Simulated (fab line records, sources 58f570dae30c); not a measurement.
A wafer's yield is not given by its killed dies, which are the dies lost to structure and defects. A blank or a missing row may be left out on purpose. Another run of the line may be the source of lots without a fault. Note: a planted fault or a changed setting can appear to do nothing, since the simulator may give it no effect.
What tool caused it? | flow berkeleyCmos170 | 7 lots with 21 wafers sampled at 3 steps, on a route of 331 steps

## WHAT THE GAUGES READ, wafer by wafer
UCB170_NVT_TW_MEAS_09.
lot  | measured     | on           | NVT_TW
L269 | day 6 14:16  | filmMetro-01 | 531 529 525
L271 | day 7 06:49  | filmMetro-04 | 528 526 531
L273 | day 7 18:36  | filmMetro-04 | 529 530 532
L277 | day 8 12:44  | filmMetro-04 | 522 524 522
L281 | day 9 13:41  | filmMetro-04 | 549 549 549
L283 | day 10 00:39 | filmMetro-01 | 535 534 532
L286 | day 10 09:47 | filmMetro-02 | 556 558 554

## EACH LOT AND THE TOOL THAT RAN IT (in order: tool; ch and the chambers of the sampled wafers; start)
lot  | UCB170_ZERO_STRIP_07               | UCB170_NVT_IMPLANT_07
L269 | plasmaAsher-02 ch 0,1, day 2 01:29 | implanter-03 ch 0, day 6 14:01
L271 | plasmaAsher-04 ch 0,1, day 2 13:48 | implanter-03 ch 0, day 7 06:34
L273 | plasmaAsher-04 ch 0,1, day 3 01:47 | implanter-03 ch 0, day 7 18:21
L277 | plasmaAsher-04 ch 0, day 3 22:56   | implanter-01 ch 0, day 8 12:31
L281 | plasmaAsher-04 ch 0,1, day 4 14:58 | implanter-02 ch 0, day 9 13:26
L283 | plasmaAsher-04 ch 0,1, day 5 00:05 | implanter-01 ch 0, day 10 00:26
L286 | plasmaAsher-02 ch 0,1, day 5 19:37 | implanter-02 ch 0, day 10 09:32
- UCB170_ZERO_STRIP_07: strips in O2.
- UCB170_NVT_IMPLANT_07

## THE ANSWER, worked out from the rows above alone
Rule: the lots themselves supply what counts as usual. Put in order of their means at a reading, lots are off if they are a third of the lots or fewer, leave a main group of 4 or more, and stand apart from it by a gap of 3 or more times the standard deviation of the main group's means; of several such gaps the widest counts. A main group whose means are all the same, to the digits that the tables above print for the reading, isn't used. A lot without any number at a reading at which 4 lots or more have one is off too. Any other lot the step has rows for is counted as sound.
Off: L281, L286, seen at UCB170_NVT_TW_MEAS_09 (NVT_TW). The main group has a mean of 529 with a standard deviation of 3.6.
A tool fits if, at a process step before that reading, it ran every lot that is off, and no sound lot after the first of them. The gauges at UCB170_NVT_TW_MEAS_09 are tried like those tools. One candidate fits, namely implanter-02 at UCB170_NVT_IMPLANT_07. It ran no sound lot before its first lot that is off in this sample, so the start can't be narrowed down.

## WHAT THE SIMULATOR PUT IN
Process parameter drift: implanter-02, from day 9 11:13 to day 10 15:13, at UCB170_NVT_IMPLANT_07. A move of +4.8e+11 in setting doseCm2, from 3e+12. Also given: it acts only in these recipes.
Struck lots among those shown: L281, L286. This agrees with what the rule above found.
